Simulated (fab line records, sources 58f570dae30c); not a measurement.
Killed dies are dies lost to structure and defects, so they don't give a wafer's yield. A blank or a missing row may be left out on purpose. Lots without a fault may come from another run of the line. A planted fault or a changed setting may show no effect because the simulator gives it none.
Which tool did it? | flow berkeley_cmos170 | 14 lots, 42 wafers sampled, at 1 step of a route of 331

WHAT THE GAUGES READ, wafer by wafer
UCB170_ACTIVE_THK_MEAS_06.
lot  | measured    | on            | ACTIVE_NITRIDE_THK (nm)
L764 | day 4 11:39 | film_metro-03 | 218.7 218.8 220.4
L767 | day 4 20:20 | film_metro-02 | 222.4 223.9 223.2
L766 | day 4 20:21 | film_metro-03 | 220.1 222.4 220.3
L771 | day 6 01:09 | film_metro-03 | 220.3 221.4 221.6
L770 | day 6 01:13 | film_metro-03 | 216.7 218.5 217.7
L773 | day 6 10:41 | film_metro-02 | 220.2 219.4 221.6
L779 | day 7 12:27 | film_metro-03 | 215.9 216.2 216.7
L778 | day 7 12:29 | film_metro-02 | 220.0 219.2 218.6
L781 | day 7 23:28 | film_metro-02 | 220.7 218.4 220.0
L782 | day 7 23:28 | film_metro-01 | 220.9 220.6 218.9
L783 | day 8 12:34 | film_metro-03 | 220.3 218.0 218.8
L784 | day 8 12:34 | film_metro-02 | 221.2 217.5 218.5
L785 | day 8 20:54 | film_metro-01 | 218.4 220.1 220.4
L786 | day 8 20:55 | film_metro-02 | 220.1 219.3 217.9

WHICH TOOL RAN EACH LOT (tool, then ch and the chambers of the sampled wafers, then the start)
The record holds no process step before these readings.

WHAT THE TOOLS THEMSELVES READ (means of the sampled wafers that have a number; where no wafer has one, the mark that the record gives instead)
The record holds no such reading with a usual standard deviation.

THE ANSWER, worked out from the rows above alone
Rule: what is usual is taken from the lots themselves. Put in order of their means at a reading, lots are off if they are a third of the lots or fewer, leave a main group of 4 or more, and stand apart from it by a gap of 3 or more times the standard deviation of the main group's means; of several such gaps the widest counts. A main group whose means are all the same, to the digits that the tables above print for the reading, isn't used. A lot without any number at a reading at which 4 lots or more have one is off too. The other lots that the step has rows for count as sound. The gauges are gone through in route order, then the tools' own readings, and for those a lot's mean is taken as printed above. The first step at which some lot is off is used, and at that step the reading that is off furthest; a lot without a number counts as furthest.
No lot is off at any reading shown: from this, nothing can be told.

WHAT THE SIMULATOR HAD PUT IN
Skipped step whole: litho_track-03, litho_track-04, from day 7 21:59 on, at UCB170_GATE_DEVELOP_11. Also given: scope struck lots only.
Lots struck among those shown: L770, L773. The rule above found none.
